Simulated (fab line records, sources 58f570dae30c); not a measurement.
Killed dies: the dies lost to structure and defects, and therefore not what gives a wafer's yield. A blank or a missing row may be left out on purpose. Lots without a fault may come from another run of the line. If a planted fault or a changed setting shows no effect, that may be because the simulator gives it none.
The tool behind it: which one? :: flow berkeley cmos170 :: 15 lots, 45 wafers sampled, at 4 steps of a route of 331

== WHAT EACH GAUGE READ, for each wafer ==
UCB170_FIELD_THK_MEAS_02. Usual: FIELD_OXIDE_THK 562 nm, standard deviation 8.8.
lot: L724
measured: day 4 16:24
on: film metro-02
FIELD_OXIDE_THK (nm): 565 560 574
flag: 

lot: L726
measured: day 4 23:12
on: film metro-02
FIELD_OXIDE_THK (nm): 570 557 572
flag: 

lot: L728
measured: day 4 23:12
on: film metro-03
FIELD_OXIDE_THK (nm): 567 566 567
flag: 

lot: L730
measured: day 6 03:05
on: film metro-03
FIELD_OXIDE_THK (nm): 544 548 552
flag: 

lot: L731
measured: day 6 07:35
on: film metro-03
FIELD_OXIDE_THK (nm): 548 550 546
flag: 

lot: L734
measured: day 6 09:58
on: film metro-03
FIELD_OXIDE_THK (nm): 567 562 554
flag: 

lot: L732
measured: day 6 10:00
on: film metro-02
FIELD_OXIDE_THK (nm): 552 557 550
flag: 

lot: L735
measured: day 6 20:21
on: film metro-03
FIELD_OXIDE_THK (nm): 557 558 561
flag: 

lot: L737
measured: day 7 08:32
on: film metro-01
FIELD_OXIDE_THK (nm): 550 562 554
flag: 

lot: L742
measured: day 8 08:49
on: film metro-02
FIELD_OXIDE_THK (nm): 566 574 577
flag: 

lot: L743
measured: day 8 14:19
on: film metro-03
FIELD_OXIDE_THK (nm): 575 566 566
flag: 

lot: L744
measured: day 8 14:19
on: film metro-02
FIELD_OXIDE_THK (nm): 552 551 557
flag: 

lot: L745
measured: day 8 14:19
on: film metro-01
FIELD_OXIDE_THK (nm): 564 553 569
flag: 

lot: L746
measured: day 9 04:29
on: film metro-03
FIELD_OXIDE_THK (nm): 567 570 567
flag: 

lot: L747
measured: day 9 16:11
on: film metro-01
FIELD_OXIDE_THK (nm): 545 549 547
flag: 

UCB170_V1_BOW_MEAS_03. Usual: V1_BOW 20 um, standard deviation 6.7.
lot: L724
measured: day 7 17:17
on: film metro-02
V1_BOW (um): 27 15 27
flag: 

lot: L726
measured: day 7 17:34
on: film metro-04
V1_BOW (um): 19 19 27
flag: 

lot: L728
measured: day 7 16:58
on: film metro-02
V1_BOW (um): 20 30 31
flag: 

lot: L730
measured: day 8 19:03
on: film metro-02
V1_BOW (um): 26 5 26
flag: 

lot: L731
measured: day 9 12:55
on: film metro-02
V1_BOW (um): 0 -5 -2
flag: OFF

lot: L734
measured: day 9 12:57
on: film metro-03
V1_BOW (um): -8 3 -11
flag: OFF

lot: L732
measured: day 9 10:07
on: film metro-03
V1_BOW (um): 20 26 33
flag: 

lot: L735
measured: day 9 13:14
on: film metro-02
V1_BOW (um): -8 1 3
flag: OFF

lot: L737
measured: day 9 19:44
on: film metro-02
V1_BOW (um): 25 9 14
flag: 

lot: L742
measured: day 11 02:44
on: film metro-02
V1_BOW (um): 20 15 13
flag: 

lot: L743
measured: day 11 02:44
on: film metro-03
V1_BOW (um): 23 23 26
flag: 

lot: L744
measured: day 11 06:16
on: film metro-04
V1_BOW (um): 23 36 25
flag: 

lot: L745
measured: day 11 06:12
on: film metro-02
V1_BOW (um): 18 22 23
flag: 

lot: L746
measured: day 12 04:02
on: film metro-03
V1_BOW (um): 14 16 24
flag: 

lot: L747
measured: day 12 16:29
on: film metro-03
V1_BOW (um): 28 24 21
flag: 

UCB170_V1_CD_MEAS_90 targets a cd of 700 nm. Usual: cd nm reads 700.2 nm (standard deviation 1.1).
lot: L724
measured: day 7 19:13
on: cd sem-01
cd nm (nm): 701.1 700.8 701.0
flag: 

lot: L726
measured: day 7 19:33
on: cd sem-01
cd nm (nm): 700.0 699.2 699.0
flag: 

lot: L728
measured: day 7 18:57
on: cd sem-01
cd nm (nm): 700.5 700.1 701.2
flag: 

lot: L730
measured: day 8 22:19
on: cd sem-01
cd nm (nm): 699.0 699.6 701.8
flag: 

lot: L731
measured: day 9 14:33
on: cd sem-01
cd nm (nm): - - -
flag: OFF

lot: L734
measured: day 9 15:09
on: cd sem-01
cd nm (nm): - - -
flag: OFF

lot: L732
measured: day 9 12:28
on: cd sem-01
cd nm (nm): 700.6 699.7 701.5
flag: 

lot: L735
measured: day 9 15:17
on: cd sem-01
cd nm (nm): - - -
flag: OFF

lot: L737
measured: day 9 22:40
on: cd sem-01
cd nm (nm): 702.7 701.5 702.3
flag: 

lot: L742
measured: day 11 04:37
on: cd sem-01
cd nm (nm): 700.2 701.5 701.1
flag: 

lot: L743
measured: day 11 04:22
on: cd sem-01
cd nm (nm): 700.0 700.0 700.0
flag: 

lot: L744
measured: day 11 08:35
on: cd sem-02
cd nm (nm): 698.5 698.7 699.1
flag: 

lot: L745
measured: day 11 08:42
on: cd sem-02
cd nm (nm): 701.1 699.7 701.1
flag: 

lot: L746
measured: day 12 08:10
on: cd sem-02
cd nm (nm): 701.1 701.4 700.8
flag: 

lot: L747
measured: day 12 19:32
on: cd sem-02
cd nm (nm): 701.9 702.5 702.3
flag: 

== TOOL THAT RAN EACH LOT (tool first, then ch and the chambers of the sampled wafers, then the start) ==
lot: L724
UCB170_V1_CVD_00: pecvd-02 ch 0,1, day 7 16:26

lot: L726
UCB170_V1_CVD_00: pecvd-03 ch 0,1, day 7 16:36

lot: L728
UCB170_V1_CVD_00: pecvd-03 ch 0,1,2, day 7 16:26

lot: L730
UCB170_V1_CVD_00: pecvd-03 ch 0,1,2, day 8 18:32

lot: L731
UCB170_V1_CVD_00: pecvd-02 ch 0,1,2, day 9 12:24

lot: L734
UCB170_V1_CVD_00: pecvd-03 ch 0,1, day 9 12:24

lot: L732
UCB170_V1_CVD_00: pecvd-03 ch 0,1,2, day 9 09:37

lot: L735
UCB170_V1_CVD_00: pecvd-04 ch 0,2, day 9 12:24

lot: L737
UCB170_V1_CVD_00: pecvd-03 ch 0,1,2, day 9 19:14

lot: L742
UCB170_V1_CVD_00: pecvd-04 ch 0,2, day 11 02:12

lot: L743
UCB170_V1_CVD_00: pecvd-02 ch 1,2, day 11 02:12

lot: L744
UCB170_V1_CVD_00: pecvd-04 ch 1,2, day 11 05:40

lot: L745
UCB170_V1_CVD_00: pecvd-02 ch 1,2, day 11 05:40

lot: L746
UCB170_V1_CVD_00: pecvd-02 ch 0,1,2, day 12 03:31

lot: L747
UCB170_V1_CVD_00: pecvd-03 ch 0,1, day 12 15:38
- UCB170_V1_CVD_00: deposits SiO2 from TEOS/O2, target thk 2000 nm, time 250 s.

== WHAT THE TOOLS THEMSELVES READ (means of the sampled wafers that have a number; where no wafer has one, the mark that the record gives instead) ==
UCB170_V1_CVD_00. Usual: heater power w 262 W, standard deviation 47; pressure mtorr 9000 mTorr, standard deviation 19.
lot: L724
tool: pecvd-02
heater power w (W): 242
pressure mtorr (mTorr): 8978
flag: 

lot: L726
tool: pecvd-03
heater power w (W): 256
pressure mtorr (mTorr): 9010
flag: 

lot: L728
tool: pecvd-03
heater power w (W): 311
pressure mtorr (mTorr): 8982
flag: 

lot: L730
tool: pecvd-03
heater power w (W): 236
pressure mtorr (mTorr): 9005
flag: 

lot: L731
tool: pecvd-02
heater power w (W): -
pressure mtorr (mTorr): -
flag: OFF

lot: L734
tool: pecvd-03
heater power w (W): -
pressure mtorr (mTorr): -
flag: OFF

lot: L732
tool: pecvd-03
heater power w (W): 238
pressure mtorr (mTorr): 9013
flag: 

lot: L735
tool: pecvd-04
heater power w (W): -
pressure mtorr (mTorr): -
flag: OFF

lot: L737
tool: pecvd-03
heater power w (W): 213
pressure mtorr (mTorr): 9017
flag: 

lot: L742
tool: pecvd-04
heater power w (W): 289
pressure mtorr (mTorr): 9015
flag: 

lot: L743
tool: pecvd-02
heater power w (W): 279
pressure mtorr (mTorr): 9018
flag: 

lot: L744
tool: pecvd-04
heater power w (W): 277
pressure mtorr (mTorr): 9001
flag: 

lot: L745
tool: pecvd-02
heater power w (W): 281
pressure mtorr (mTorr): 9005
flag: 

lot: L746
tool: pecvd-02
heater power w (W): 228
pressure mtorr (mTorr): 8990
flag: 

lot: L747
tool: pecvd-03
heater power w (W): 247
pressure mtorr (mTorr): 8994
flag: 

== THE ANSWER, worked out from the rows above alone ==
Rule: take the mean of a lot's wafers that have a number; if it is more than 3 standard deviations from the usual mean, the lot is off. A lot without any number at a reading at which 4 lots or more have one is off too. Where the step has rows for the other lots, those lots are counted as sound. After the gauges, taken in route order, come the tools' own readings; for these a lot's mean is taken, as printed above. The first step at which some lot is off is used, and at that step the reading that is off furthest; a lot without a number counts as furthest.
Off: at UCB170_V1_BOW_MEAS_03 (V1_BOW), L731, L734, L735.
If a tool, at a process step before that reading, ran all the lots that are off and no sound lot after the first of them, it fits. The gauges at UCB170_V1_BOW_MEAS_03 aren't tried: what is off there is off at UCB170_V1_CD_MEAS_90 too, on other tools, and a gauge's error can't cause that. Not one of the candidates tried fits.

== WHAT THE SIMULATOR HAD INSERTED ==
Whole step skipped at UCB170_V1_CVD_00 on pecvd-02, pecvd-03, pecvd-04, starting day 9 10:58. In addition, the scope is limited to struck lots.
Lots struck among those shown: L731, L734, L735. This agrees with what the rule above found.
